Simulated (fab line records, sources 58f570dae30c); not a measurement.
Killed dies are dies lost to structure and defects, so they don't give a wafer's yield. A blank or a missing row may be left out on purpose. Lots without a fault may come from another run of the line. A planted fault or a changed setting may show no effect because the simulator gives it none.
Tool commonality check | flow berkeley_cmos170 | 14 lots, 48 wafers sampled

WHY IT WAS OPENED
At UCB170_WELLDRIVE_THK_MEAS_02 the reading WELLDRIVE_OXIDE_THK is flagged on 2 of 14 lots. Wafers without a fault read 199 nm, standard deviation 3.1.
Rule: a lot is flagged when every wafer of it that has a number lies more than 4 standard deviations from that mean, or none has a number. The other lots count as sound.

lot  | measured    | on            | WELLDRIVE_OXIDE_THK (nm), wafer by wafer | flag
L839 | day 3 05:02 | film_metro-01 | 203 201 200                              |
L842 | day 4 06:18 | film_metro-01 | 203 201 201                              |
L846 | day 5 09:31 | film_metro-01 | 200 200 202                              |
L849 | day 6 08:43 | film_metro-03 | 219 217 219 219 217 219                  | FLAGGED
L850 | day 6 08:43 | film_metro-04 | 213 215 219 213 215 219                  | FLAGGED
L851 | day 6 15:30 | film_metro-01 | 203 198 203                              |
L854 | day 6 22:46 | film_metro-04 | 199 197 200                              |
L855 | day 7 08:07 | film_metro-04 | 196 196 196                              |
L856 | day 7 08:07 | film_metro-03 | 201 199 199                              |
L857 | day 7 16:58 | film_metro-03 | 193 195 194                              |
L858 | day 7 20:28 | film_metro-04 | 201 203 204                              |
L860 | day 7 20:29 | film_metro-03 | 199 198 201                              |
L859 | day 7 23:57 | film_metro-04 | 207 201 201                              |
L861 | day 8 04:43 | film_metro-04 | 205 202 201                              |
The numbers of the flagged lots are 217 nm on average: +18 nm against the usual, or +6 standard deviations.

WHICH TOOL RAN EACH LOT
The record holds 2 process steps before the reading, out of a route of 331 steps. In each cell: the tool, then ch and the chambers that the sampled wafers went through, then the start.
lot  | flag    | UCB170_ZERO_ETCH_06               | UCB170_WELLDRIVE_OXIDATION_01
L839 |         | rie_diel-03 ch 0,2,3, day 1 17:41 | furnace-02 ch 0, day 3 01:32
L842 |         | rie_diel-02 ch 1,2,3, day 2 12:20 | furnace-02 ch 0, day 4 02:48
L846 |         | rie_diel-02 ch 1,2, day 3 10:02   | furnace-01 ch 0, day 5 06:01
L849 | FLAGGED | rie_diel-04 ch 0,2,3, day 3 23:57 | furnace-01 ch 0, day 6 05:13
L850 | FLAGGED | rie_diel-04 ch 1,2,3, day 4 04:40 | furnace-01 ch 0, day 6 05:13
L851 |         | rie_diel-04 ch 1,2,3, day 4 12:41 | furnace-02 ch 0, day 6 11:59
L854 |         | rie_diel-02 ch 1,2,3, day 5 01:44 | furnace-03 ch 0, day 6 19:16
L855 |         | rie_diel-03 ch 2,3, day 5 13:23   | furnace-02 ch 0, day 7 04:36
L856 |         | rie_diel-03 ch 1,2, day 5 13:32   | furnace-02 ch 0, day 7 04:36
L857 |         | rie_diel-02 ch 1,2,3, day 5 23:37 | furnace-02 ch 0, day 7 13:27
L858 |         | rie_diel-03 ch 1,2, day 5 22:11   | furnace-02 ch 0, day 7 16:57
L860 |         | rie_diel-03 ch 2,3, day 6 03:50   | furnace-02 ch 0, day 7 16:57
L859 |         | rie_diel-03 ch 2,3, day 6 01:48   | furnace-02 ch 0, day 7 20:27
L861 |         | rie_diel-02 ch 0,3, day 6 09:32   | furnace-02 ch 0, day 8 01:12
What these steps do:
- UCB170_ZERO_ETCH_06: etches SiO2 in CHF3/CF4/Ar, time 12 s.
- UCB170_WELLDRIVE_OXIDATION_01: target thk 199 nm, ox time 9000 s.
- UCB170_WELLDRIVE_THK_MEAS_02

FLAGGED OVER TOTAL, TOOL BY TOOL (the gauges that took the reading come last)
step                          | tool          | lots run | flagged | share of the flagged lots | sound lots run after its first flagged lot
UCB170_ZERO_ETCH_06           | rie_diel-02   | 5        | 0       | none                      | -
UCB170_ZERO_ETCH_06           | rie_diel-03   | 6        | 0       | none                      | -
UCB170_ZERO_ETCH_06           | rie_diel-04   | 3        | 2       | all                       | 1 (L851)
UCB170_WELLDRIVE_OXIDATION_01 | furnace-01    | 3        | 2       | all                       | 0
UCB170_WELLDRIVE_OXIDATION_01 | furnace-02    | 10       | 0       | none                      | -
UCB170_WELLDRIVE_OXIDATION_01 | furnace-03    | 1        | 0       | none                      | -
UCB170_WELLDRIVE_THK_MEAS_02  | film_metro-01 | 4        | 0       | none                      | -
UCB170_WELLDRIVE_THK_MEAS_02  | film_metro-03 | 4        | 1       | some                      | 3 (L856,L857,L860)
UCB170_WELLDRIVE_THK_MEAS_02  | film_metro-04 | 6        | 1       | some                      | 5 (L854,L855,L858,L859,L861)

WHAT THE TABLE ALLOWS
2 rows of the table ran every flagged lot: rie_diel-04 at UCB170_ZERO_ETCH_06, furnace-01 at UCB170_WELLDRIVE_OXIDATION_01.
- rie_diel-04 at UCB170_ZERO_ETCH_06: 2 of its 3 lots flagged. Sound lots ran on it after the first flagged one (L851), which a lasting fault on the whole tool wouldn't allow.
- furnace-01 at UCB170_WELLDRIVE_OXIDATION_01: 2 of its 3 lots flagged. Its last sound lot is L846 (day 5 06:01), its first flagged lot L849 (day 6 05:13): a fault that began between those two fits. Its own readings lie more than 4 standard deviations out on every wafer of the flagged lots: spike_tc_centre_C, spike_tc_load_C, spike_tc_source_C, tube_center_temp_C, tube_center_temp_C_max.
One tool is left: furnace-01 at UCB170_WELLDRIVE_OXIDATION_01.

WHAT THE SIMULATOR HAD PUT IN
Process parameter drift: furnace-01, from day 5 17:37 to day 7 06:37, at UCB170_WELLDRIVE_OXIDATION_01. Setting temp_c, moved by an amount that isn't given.
Lots struck among those shown: L849, L850. The rule above found the same.
